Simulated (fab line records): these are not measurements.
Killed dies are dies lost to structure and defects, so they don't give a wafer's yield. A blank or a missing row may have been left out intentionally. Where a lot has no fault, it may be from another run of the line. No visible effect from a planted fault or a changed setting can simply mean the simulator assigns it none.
Which tool is to blame? + flow berkeleyCmos170 + 14 lots with 42 wafers sampled at 4 steps, on a route of 331 steps

## WHAT EACH GAUGE READ, for each wafer
UCB170_M1_CD_MEAS_09 targets a cd of 700 nm. Usual: cdNm reads 700.5 nm (standard deviation 1.5).
| lot  | measured     | on       | cdNm (nm)         | flag |
|------|--------------|----------|-------------------|------|
| L655 | day 8 05:58  | cdSem-01 | 701.4 703.6 701.5 |      |
| L654 | day 8 06:37  | cdSem-02 | 700.8 700.9 700.7 |      |
| L656 | day 8 15:49  | cdSem-01 | 699.9 700.0 700.2 |      |
| L657 | day 9 03:38  | cdSem-01 | 698.6 698.8 698.4 |      |
| L659 | day 9 04:47  | cdSem-01 | 699.2 698.9 700.3 |      |
| L658 | day 9 04:20  | cdSem-01 | 700.9 702.7 701.6 |      |
| L660 | day 9 18:49  | cdSem-02 | 702.1 703.4 701.4 |      |
| L663 | day 10 01:17 | cdSem-02 | 700.1 699.5 700.7 |      |
| L669 | day 11 07:07 | cdSem-01 | 699.8 699.1 700.1 |      |
| L668 | day 11 09:39 | cdSem-01 | 700.4 700.1 699.4 |      |
| L671 | day 12 09:44 | cdSem-02 | 699.6 700.6 698.8 |      |
| L674 | day 12 17:30 | cdSem-02 | 698.7 698.2 699.0 |      |
| L675 | day 12 17:26 | cdSem-01 | 698.7 698.7 699.1 |      |
| L677 | day 13 00:16 | cdSem-01 | 700.8 701.6 701.4 |      |

UCB170_M3_CD_MEAS_90 targets a cd of 700 nm. Usual: cdNm reads 700.0 nm (standard deviation 2.8).
| lot  | measured     | on       | cdNm (nm)         | flag |
|------|--------------|----------|-------------------|------|
| L655 | day 8 19:22  | cdSem-01 | 700.7 703.4 701.5 |      |
| L654 | day 8 19:58  | cdSem-01 | 699.3 699.7 701.4 |      |
| L656 | day 9 04:28  | cdSem-01 | 704.7 703.7 703.2 |      |
| L657 | day 9 18:13  | cdSem-01 | 701.8 703.5 697.4 |      |
| L659 | day 9 18:11  | cdSem-02 | 694.2 696.1 700.9 |      |
| L658 | day 9 18:47  | cdSem-01 | 703.1 699.1 700.4 |      |
| L660 | day 10 09:08 | cdSem-02 | 695.2 702.5 698.1 |      |
| L663 | day 10 16:28 | cdSem-02 | 697.5 696.2 699.8 |      |
| L669 | day 11 20:39 | cdSem-02 | 698.1 699.8 697.5 |      |
| L668 | day 12 00:20 | cdSem-01 | 692.0 699.9 698.8 |      |
| L671 | day 13 01:01 | cdSem-02 | 704.5 700.4 703.3 |      |
| L674 | day 13 10:40 | cdSem-02 | 698.4 697.0 699.4 |      |
| L675 | day 13 09:26 | cdSem-02 | 698.1 698.6 697.8 |      |
| L677 | day 13 14:27 | cdSem-02 | 699.2 702.6 702.4 |      |

## WHAT TOOL EACH LOT RAN ON (gives the tool, then ch and the chambers of the sampled wafers, and finally the start)
| lot  | UCB170_GATE_ETCH_15             | UCB170_SDANNEAL_RTA_01          |
|------|---------------------------------|---------------------------------|
| L655 | rieSi-02 ch 0,2, day 7 02:55    | rtpAnneal-01 ch 0, day 7 21:37  |
| L654 | rieSi-01 ch 1,2,3, day 7 03:03  | rtpAnneal-01 ch 0, day 7 22:13  |
| L656 | rieSi-02 ch 0,3, day 7 14:34    | rtpAnneal-02 ch 0, day 8 08:35  |
| L657 | rieSi-01 ch 1,2,3, day 8 04:03  | rtpAnneal-01 ch 0, day 8 20:31  |
| L659 | rieSi-02 ch 0,2,3, day 8 04:46  | rtpAnneal-02 ch 0, day 8 20:43  |
| L658 | rieSi-01 ch 0,1,3, day 8 04:50  | rtpAnneal-01 ch 0, day 8 20:44  |
| L660 | rieSi-02 ch 0,1,3, day 8 17:20  | rtpAnneal-01 ch 0, day 9 10:38  |
| L663 | rieSi-02 ch 0,1,3, day 9 02:22  | rtpAnneal-01 ch 0, day 9 18:38  |
| L669 | rieSi-01 ch 1,2, day 10 05:38   | rtpAnneal-02 ch 0, day 10 20:33 |
| L668 | rieSi-01 ch 1,3, day 10 06:00   | rtpAnneal-01 ch 0, day 10 21:08 |
| L671 | rieSi-01 ch 0,2,3, day 11 02:19 | rtpAnneal-02 ch 0, day 12 00:20 |
| L674 | rieSi-02 ch 0,1,2, day 11 13:44 | rtpAnneal-01 ch 0, day 12 06:16 |
| L675 | rieSi-01 ch 0,1,3, day 11 13:44 | rtpAnneal-02 ch 0, day 12 06:09 |
| L677 | rieSi-02 ch 1,2,3, day 11 22:31 | rtpAnneal-02 ch 0, day 12 14:06 |
- UCB170_GATE_ETCH_15: etches poly-Si in HBr/Cl2, stops on SiO2, time 56.3 s, target depth 278.2 nm.
- UCB170_SDANNEAL_RTA_01: time 5 s.

## AS READ BY THE TOOLS THEMSELVES (means over the sampled wafers that have a number; for cases with no such wafer, the mark the record gives instead)
UCB170_GATE_ETCH_15. Usual: biasW 150.0 W, standard deviation 0.45; chamberPressureMTorr 15.000 mTorr, standard deviation 0.015; drypumpMotorCurrentA 5.4 A, standard deviation 0.48; oesProductAu 0.830 a.u., standard deviation 0.014; throttleValvePct 26.46 %, standard deviation 0.24.
| lot  | tool     | biasW (W) | chamberPressureMTorr (mTorr) | drypumpMotorCurrentA (A) | oesProductAu (a.u.) | throttleValvePct (%) | flag |
|------|----------|-----------|------------------------------|--------------------------|---------------------|----------------------|------|
| L655 | rieSi-02 | 150.2     | 14.956                       | 5.2                      | 0.836               | 26.36                |      |
| L654 | rieSi-01 | 149.8     | 14.995                       | 5.2                      | 0.829               | 26.52                |      |
| L656 | rieSi-02 | 149.9     | 15.001                       | 5.4                      | 0.830               | 26.27                |      |
| L657 | rieSi-01 | 149.8     | 14.992                       | 5.2                      | 0.828               | 26.51                |      |
| L659 | rieSi-02 | 149.6     | 15.002                       | 5.2                      | 0.827               | 26.46                |      |
| L658 | rieSi-01 | 149.7     | 15.008                       | 5.2                      | 0.835               | 26.38                |      |
| L660 | rieSi-02 | 175.8     | 15.008                       | 5.5                      | 0.827               | 26.35                | OFF  |
| L663 | rieSi-02 | 175.8     | 14.997                       | 5.5                      | 0.820               | 26.36                | OFF  |
| L669 | rieSi-01 | 149.6     | 15.001                       | 5.3                      | 0.842               | 26.71                |      |
| L668 | rieSi-01 | 150.5     | 15.007                       | 4.7                      | 0.846               | 26.23                |      |
| L671 | rieSi-01 | 150.0     | 14.999                       | 5.6                      | 0.837               | 26.42                |      |
| L674 | rieSi-02 | 150.1     | 15.001                       | 5.3                      | 0.837               | 26.46                |      |
| L675 | rieSi-01 | 150.1     | 15.001                       | 5.2                      | 0.832               | 26.37                |      |
| L677 | rieSi-02 | 150.4     | 15.000                       | 5.4                      | 0.832               | 26.54                |      |

UCB170_SDANNEAL_RTA_01. Usual: lampPowerPct 35 %, standard deviation 4.4; wafer_temp_C_max 1055.3, standard deviation 1.1.
| lot  | tool         | lampPowerPct (%) | wafer_temp_C_max | flag |
|------|--------------|------------------|------------------|------|
| L655 | rtpAnneal-01 | 31               | 1056.4           |      |
| L654 | rtpAnneal-01 | 31               | 1056.2           |      |
| L656 | rtpAnneal-02 | 39               | 1055.3           |      |
| L657 | rtpAnneal-01 | 31               | 1054.9           |      |
| L659 | rtpAnneal-02 | 39               | 1056.1           |      |
| L658 | rtpAnneal-01 | 31               | 1055.5           |      |
| L660 | rtpAnneal-01 | 31               | 1054.6           |      |
| L663 | rtpAnneal-01 | 31               | 1055.6           |      |
| L669 | rtpAnneal-02 | 39               | 1055.6           |      |
| L668 | rtpAnneal-01 | 31               | 1055.4           |      |
| L671 | rtpAnneal-02 | 39               | 1054.6           |      |
| L674 | rtpAnneal-01 | 31               | 1055.7           |      |
| L675 | rtpAnneal-02 | 39               | 1055.1           |      |
| L677 | rtpAnneal-02 | 39               | 1053.9           |      |

## THE ANSWER, worked out from the rows above alone
Rule: lot off if the mean of its wafers having a number is beyond 3 standard deviations from the usual mean. Also off: a lot with no number at a reading for which 4 or more lots have one. The other lots that the step has rows for count as sound. First the gauges in route order, then the tools' own readings, where a lot's mean is used as printed above. The first step at which some lot is off is used, and at that step the reading that is off furthest; a lot without a number counts as furthest.
Off: L660, L663, at UCB170_GATE_ETCH_15 (biasW).
A tool fits if, at that step or a process step before it, it ran every lot that is off, and no sound lot after the first of them. No candidate that was tried fits.

## WHAT WAS PUT IN BY THE SIMULATOR
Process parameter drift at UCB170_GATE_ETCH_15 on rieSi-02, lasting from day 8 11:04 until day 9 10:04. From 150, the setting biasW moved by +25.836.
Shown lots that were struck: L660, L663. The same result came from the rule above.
